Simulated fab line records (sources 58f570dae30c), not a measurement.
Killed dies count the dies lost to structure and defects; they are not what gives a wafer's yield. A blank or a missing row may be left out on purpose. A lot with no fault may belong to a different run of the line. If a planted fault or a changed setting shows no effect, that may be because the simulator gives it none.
Problem report in the 8D (eight disciplines) form, filled by code -- flow berkeley-cmos170 -- the parts of the form that need people (team, actions taken, sign-off) are left out

## 1. WHAT IS WRONG
bias-w at UCB170_M1_METAL_ETCH_12 reads a mean of 162.3 W on 5 wafers of 2 lots; wafers without a fault read 120.0 W with a standard deviation of 0.36. So: +99 or more standard deviations from the usual mean.
The step: etches Al in Cl2/BCl3, stops on PSG, target depth 780 nm, time 130 s.
The first sign was on wafer L939.1 at day 10 22:20, on rie-metal-02. Wafers with a number at this step in the record: 18, from 6 lots. The rule behind "out" and "out of limits": a value lying over 4 standard deviations away from the usual mean. Any other wafer with a number is counted as sound.

## 2. WHAT IT IS, WHAT IT ISN'T
question,is,is not
which readings at this step,bias-w,"bcl3-flow-sccm, drypump-motor-current-A, oes-product-au, throttle-valve-pct"
which lots,"L939, L940","L927, L931, L941, L950"
which wafers of those lots,"L939.1, L939.3, L940.1, L940.3, L940.6",L939.4
read on which tools,rie-metal-02,"rie-metal-03, rie-metal-04"
when,from day 10 22:20,"up to then (7 sound wafers); but 6 sound wafers of L941, L950 came after"

## 3. SUSPECTS, AND WHAT RULES EACH OUT
Counting: a tool at a process step up to the reading stays a suspect if it ran every lot that is out. Sound lots after the first of them don't rule it out here, since some wafers of a struck lot are sound.
- pvd-sputter-01 at UCB170_M1_SPUTTER_00 (material Al, target thk 600 nm, time 80 s): kept. It ran every lot that is out, first L939 (day 10 20:45); its last sound lot up to then is L927 (day 8 11:29).
- rie-diel-04 at UCB170_M1_ETCH_11 (etches BARC in N2/H2): kept. It ran every lot that is out, first L939 (day 10 22:18); its last sound lot up to then is L931 (day 9 07:41).
- rie-metal-02 at UCB170_M1_METAL_ETCH_12 (etches Al in Cl2/BCl3, stops on PSG, target depth 780 nm, time 130 s): kept. It ran every lot that is out, first L939 (day 10 22:20); its last sound lot up to then is L931 (day 9 07:43). Out on those wafers are its own readings of bias-w.
- Within rie-diel-04 at UCB170_M1_ETCH_11: the wafers that are out ran in chambers 0, 1, 3; their sound lot-mates ran in chamber 2.
- At UCB170_M1_METAL_ETCH_12 on rie-metal-02, chamber 0 took the sound wafers of the same lots and chamber 1 took the wafers that are out.
Left after counting: pvd-sputter-01 at UCB170_M1_SPUTTER_00, rie-diel-04 at UCB170_M1_ETCH_11, rie-metal-02 at UCB170_M1_METAL_ETCH_12.

## 4. THE CAUSE (what the simulator had put in)
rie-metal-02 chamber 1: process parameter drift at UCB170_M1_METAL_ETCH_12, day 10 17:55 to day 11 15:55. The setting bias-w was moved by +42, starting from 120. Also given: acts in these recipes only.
This tool is one of the 3 suspects left after counting.

## 5. THE CHAIN OF EFFECTS, in route order
Each row: a reading where the mean over the struck wafers with a number is more than 3 standard deviations away from the usual. Only readings for which the record gives a usual standard deviation are gone through. hours: the time from each lot's start at the first step in this table that gives one to its start at this step, as a median over the lots. sigmas: the change in usual standard deviations.
hours,step,reading,usual,on struck wafers,change,sigmas
0,UCB170_M1_METAL_ETCH_12,bias-w,120.0 W,162.3,+42.3,+99 or more
The process steps in it:
- UCB170_M1_METAL_ETCH_12: etches Al in Cl2/BCl3, stops on PSG, target depth 780 nm, time 130 s.

## 6. HOW IT WOULD HAVE BEEN CAUGHT EARLIER
In this record the first reading out of limits was taken at day 10 22:20, 4 hours after the fault began at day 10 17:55.
